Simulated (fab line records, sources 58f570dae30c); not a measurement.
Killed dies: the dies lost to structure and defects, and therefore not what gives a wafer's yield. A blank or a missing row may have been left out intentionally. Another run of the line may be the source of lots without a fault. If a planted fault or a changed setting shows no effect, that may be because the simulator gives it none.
fab line records | flow berkeley-cmos170
[record] lots = 5 wafers = 23
route steps=331 shown V1@254 V2@292
start-h: the number of hours between the record's first day and the start of the first shown wafer of the lot | wait-h: how many hours have passed since the lot's step before this one | " same as the row above | L1.1+2: one row covering several wafers at once | - either no value or no given start | * or withheld: withheld | < > ~ a bound
route shown NAME@n: NAME is a module with steps in the file, n the number in the route of the first one | usual: mean/standard deviation taken from wafers without a fault | same: alike in all rows | chamber/n: place in a boat | sites: per-site readings | _std_site: standard deviation across them | _edge_site: outer sites' mean less inner sites' | radius-mm: for every site, how far away it sits from the centre of the wafer | mask NAME#n: copy n | behind: tool/chamber where the wafer was last shaped | hold: cause of the lot's hold/its duration in hours/its outcome | device: which transistor (n, p or np) failed to switch | end of line: tests run on the same wafers once the route is complete | a step given without rows: its recipe and nothing more | killed: not the wafer's yield, but the dies lost to structure and defects at the first sort | map: a wafer's dies, marking killed ones x, the rest . and places with no die _
set.NAME: the run value of the setting; set.NAME@STEP: its run value at that earlier step | model.NAME: the simulator's own value behind a step, which no gauge read
lots run with intentionally changed settings; tables by step, rows by wafer
[[steps]]
[step UCB170_V1_CVD_00]
[recipe] material = SiO2 target-thk-nm = 2000 temp-c = 390 precursor = TEOS/O2 time-s = 250 rf-w = 550 pressure-mtorr = 9000
// columns lot.wafer tool chamber start-h wait-h set.time-s model.SiO2_of_V1_CVD_00.thk-nm
L074.1 pecvd-01 0 155.48 0.0 250 1978
L074.2 " 2 " " 250 2027
L074.3 " 1 " " 250 1983
L074.4 " 0 " " 250 1987
L074.6 " 1 " " 250 2050
L077.1 pecvd-01 0 187.00 0.0 233.9 1854
L077.2 " 2 " " 250 2016
L077.3 " 1 " " 233.9 1881
L077.4 " 1 " " 250 2061
L077.6 " 0 " " 250 2009
L082.1 pecvd-04 0 195.04 0.0 232.4 1858
L082.2 " 1 " " 250 2000
L082.3 " 2 " " 232.4 1839
L082.4 " 1 " " 250 2023
L082.5 " 0 " " 232.4 1887
L083.1 pecvd-01 2 201.56 0.0 279.5 2266
L083.2 " 1 " " 250 2028
L083.3 " 2 " " 250 2074
L083.4 " 1 " " 250 2054
L083.6 " 1 " " 279.5 2298
L085.1 pecvd-01 2 223.27 0.0 250 1984
L085.3 " 0 " " 250 1965
L085.5 " 2 " " 250 2029
[step UCB170_V1_THK_MEAS_01]
[recipe] reads = SiO2_of_V1_CVD_00
[usual] V1_TEOS_THK = 2006/28
// columns lot.wafer tool chamber start-h wait-h set.time-s@V1_CVD_00 V1_TEOS_THK[nm]
L074.1 film-metro-03 - 155.63 0.1 250 1978
L074.2 " - " " 250 2026
L074.3 " - " " 250 1982
L074.4 " - " " 250 1988
L074.6 " - " " 250 2052
L077.1 film-metro-01 - 187.16 0.1 233.9 1853
L077.2 " - " " 250 2017
L077.3 " - " " 233.9 1881
L077.4 " - " " 250 2060
L077.6 " - " " 250 2009
L082.1 film-metro-03 - 195.20 0.1 232.4 1858
L082.2 " - " " 250 2000
L082.3 " - " " 232.4 1839
L082.4 " - " " 250 2022
L082.5 " - " " 232.4 1887
L083.1 film-metro-01 - 201.79 0.2 279.5 2265
L083.2 " - " " 250 2028
L083.3 " - " " 250 2072
L083.4 " - " " 250 2053
L083.6 " - " " 279.5 2297
L085.1 film-metro-03 - 223.43 0.1 250 1983
L085.3 " - " " 250 1967
L085.5 " - " " 250 2029
[step UCB170_V1_EXPOSE_09]
[recipe] mask-id = VIA1 target-cd-nm = 700 na = 0.5 sigma-outer = 0.6 source-shape = conventional dose-mj = 37
// columns lot.wafer tool chamber start-h wait-h mask set.dose-mj
L074.1+4 krf-scanner-02 0 156.85 0.1 VIA1#0 37
L074.2+3+6 " 0 " " VIA1#0 35.69
L077.1+3+6 krf-scanner-01 0 188.32 0.1 VIA1#0 37
L077.2+4 " 0 " " VIA1#0 34.26
L082.1+2+3+4+5 krf-scanner-02 0 197.10 0.3 VIA1#0 37
L083.1+3+4 krf-scanner-01 0 203.18 0.2 VIA1#0 34.59
L083.2+6 " 0 " " VIA1#0 37
L085.1+3+5 krf-scanner-01 0 226.93 0.2 VIA1#0 37
[step UCB170_V1_PEB_10]
[recipe] peb-temp-c = 130 peb-time-s = withheld resist = KrF
[step UCB170_V1_DEVELOP_11]
[recipe] developer = TMAH develop-time-s = 45 resist = KrF dev-temp-c = 21
[step UCB170_V1_CD_MEAS_12]
[recipe] target-cd-nm = 700
[usual] cd-nm = 700.2/1.6
// columns lot.wafer tool chamber start-h wait-h set.dose-mj@V1_EXPOSE_09 cd-nm
L074.1 cd-sem-02 - 157.29 - 37 700.0
L074.2 " - " " 35.69 693.9
L074.3 " - " " 35.69 695.3
L074.4 " - " " 37 700.6
L074.6 " - " " 35.69 693.9
L077.1 cd-sem-02 - 188.71 - 37 700.1
L077.2 " - " " 34.26 687.3
L077.3 " - " " 37 700.8
L077.4 " - " " 34.26 686.7
L077.6 " - " " 37 700.5
L082.1 cd-sem-02 - 197.69 - 37 700.7
L082.2 " - " " 37 699.6
L082.3 " - " " 37 701.0
L082.4 " - " " 37 699.6
L082.5 " - " " 37 698.8
L083.1 cd-sem-01 - 204.10 - 34.59 690.0
L083.2 " - " " 37 703.8
L083.3 " - " " 34.59 691.5
L083.4 " - " " 34.59 692.1
L083.6 " - " " 37 701.8
L085.1 cd-sem-02 - 227.33 - 37 698.2
L085.3 " - " " 37 698.0
L085.5 " - " " 37 696.9
[step UCB170_V1_ETCH_14]
[recipe] chemistry = CHF3/CF4/Ar target = SiO2 stop-on = Al CHF3_flow_sccm = 45 cf4-flow-sccm = 15 Ar_flow_sccm = 150 pressure-mtorr = 200 rf-w = 700 target-depth-a = 12500 over-etch-frac = 0.25 time-s = 291
// columns lot.wafer tool chamber start-h wait-h set.dose-mj@V1_EXPOSE_09 model.V1.cd-nm
L074.1 rie-diel-02 1 157.44 0.0 37 699.9
L074.2 " 3 " " 35.69 694.2
L074.3 " 0 " " 35.69 694.9
L074.4 " 2 " " 37 701.5
L074.6 " 3 " " 35.69 693.9
L077.1 rie-diel-02 0 188.87 0.0 37 698.9
L077.2 " 2 " " 34.26 687.5
L077.3 " 3 " " 37 699.9
L077.4 " 0 " " 34.26 685.9
L077.6 " 2 " " 37 700.4
L082.1 rie-diel-04 0 197.84 0.0 37 700.4
L082.2 " 3 " " 37 699.5
L082.3 " 1 " " 37 700.2
L082.4 " 2 " " 37 698.8
L082.5 " 0 " " 37 699.2
L083.1 rie-diel-01 1 204.25 0.0 34.59 689.6
L083.2 " 3 " " 37 704.2
L083.3 " 2 " " 34.59 691.6
L083.4 " 0 " " 34.59 692.1
L083.6 " 0 " " 37 702.4
L085.1 rie-diel-01 2 227.49 0.0 37 698.1
L085.3 " 2 " " 37 698.5
L085.5 " 2 " " 37 696.5
[step UCB170_V1_STRIP_15]
[recipe] chemistry = O2 power-w = 400 pressure-mtorr = 3500 platen-temp-c = withheld o2-flow-sccm = 400 overash-fraction = 0.5
[step UCB170_V1_CD_MEAS_90]
[recipe] target-cd-nm = 700
[usual] cd-nm = 700.0/1.7
// columns lot.wafer tool chamber start-h wait-h set.dose-mj@V1_EXPOSE_09 cd-nm
L074.1 cd-sem-01 - 157.72 0.1 37 699.9
L074.2 " - " " 35.69 694.0
L074.3 " - " " 35.69 695.0
L074.4 " - " " 37 701.5
L074.6 " - " " 35.69 694.1
L077.1 cd-sem-01 - 189.15 0.1 37 698.5
L077.2 " - " " 34.26 687.8
L077.3 " - " " 37 699.8
L077.4 " - " " 34.26 686.1
L077.6 " - " " 37 700.5
L082.1 cd-sem-01 - 198.12 0.1 37 700.3
L082.2 " - " " 37 699.4
L082.3 " - " " 37 700.5
L082.4 " - " " 37 698.8
L082.5 " - " " 37 699.3
L083.1 cd-sem-01 - 204.53 0.1 34.59 689.8
L083.2 " - " " 37 704.3
L083.3 " - " " 34.59 691.7
L083.4 " - " " 34.59 692.2
L083.6 " - " " 37 702.6
L085.1 cd-sem-01 - 227.86 0.1 37 698.4
L085.3 " - " " 37 698.3
L085.5 " - " " 37 696.4
[step UCB170_V2_CVD_00]
[recipe] material = SiO2 target-thk-nm = 2000 temp-c = 390 precursor = TEOS/O2 time-s = 250 rf-w = 550 pressure-mtorr = 9000
// columns lot.wafer tool chamber start-h wait-h set.time-s model.SiO2_of_V2_CVD_00.thk-nm
L074.1 pecvd-04 0 160.74 0.1 250 2009
L074.2 " 1 " " 250 1996
L074.3 " 2 " " 250 1993
L074.4 " 2 " " 250 2018
L074.6 " 0 " " 250 2050
L077.1 pecvd-03 0 191.77 0.1 262.1 2067
L077.2 " 2 " " 262.1 2052
L077.3 " 1 " " 262.1 2056
L077.4 " 0 " " 250 1999
L077.6 " 2 " " 250 2004
L082.1 pecvd-03 2 201.13 0.1 250 1961
L082.2 " 0 " " 250 1978
L082.3 " 1 " " 235.3 1890
L082.4 " 2 " " 250 1973
L082.5 " 0 " " 235.3 1866
L083.1 pecvd-03 2 208.73 0.1 226.8 1758
L083.2 " 0 " " 226.8 1786
L083.3 " 0 " " 226.8 1811
L083.4 " 2 " " 250 2003
L083.6 " 2 " " 250 2014
L085.1 pecvd-01 2 232.26 0.1 250 1948
L085.3 " 1 " " 250 1997
L085.5 " 1 " " 250 2024
[step UCB170_V2_THK_MEAS_01]
[recipe] reads = SiO2_of_V2_CVD_00
[usual] V2_TEOS_THK = 2009/32
// columns lot.wafer tool chamber start-h wait-h set.time-s@V2_CVD_00 V2_TEOS_THK[nm]
L074.1 film-metro-02 - 160.90 0.1 250 2007
L074.2 " - " " 250 1994
L074.3 " - " " 250 1992
L074.4 " - " " 250 2019
L074.6 " - " " 250 2051
L077.1 film-metro-02 - 191.93 0.1 262.1 2068
L077.2 " - " " 262.1 2052
L077.3 " - " " 262.1 2056
L077.4 " - " " 250 2001
L077.6 " - " " 250 2005
L082.1 film-metro-04 - 201.29 0.1 250 1961
L082.2 " - " " 250 1977
L082.3 " - " " 235.3 1890
L082.4 " - " " 250 1973
L082.5 " - " " 235.3 1865
L083.1 film-metro-02 - 208.97 0.2 226.8 1758
L083.2 " - " " 226.8 1786
L083.3 " - " " 226.8 1811
L083.4 " - " " 250 2003
L083.6 " - " " 250 2013
L085.1 film-metro-01 - 232.42 0.1 250 1946
L085.3 " - " " 250 1998
L085.5 " - " " 250 2023
[[key]]
[split] step = UCB170_V1_CVD_00 setting = time-s stated = 250 by = wafer
[response] step = UCB170_V1_CVD_00 reading = model.SiO2_of_V1_CVD_00.thk-nm change = +20.9 per = 1% r = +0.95
[response] step = UCB170_V1_THK_MEAS_01 reading = V1_TEOS_THK change = +20.8 per = 1% r = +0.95
[split] step = UCB170_V1_EXPOSE_09 setting = dose-mj stated = 37 by = wafer
[response] step = UCB170_V1_CD_MEAS_12 reading = cd-nm change = +1.78 per = 1% r = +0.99
[response] step = UCB170_V1_ETCH_14 reading = model.V1.cd-nm change = +1.81 per = 1% r = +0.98
[response] step = UCB170_V1_CD_MEAS_90 reading = cd-nm change = +1.78 per = 1% r = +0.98
[split] step = UCB170_V2_CVD_00 setting = time-s stated = 250 by = wafer
[response] step = UCB170_V2_CVD_00 reading = model.SiO2_of_V2_CVD_00.thk-nm change = +20.1 per = 1% r = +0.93
[response] step = UCB170_V2_THK_MEAS_01 reading = V2_TEOS_THK change = +20 per = 1% r = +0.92
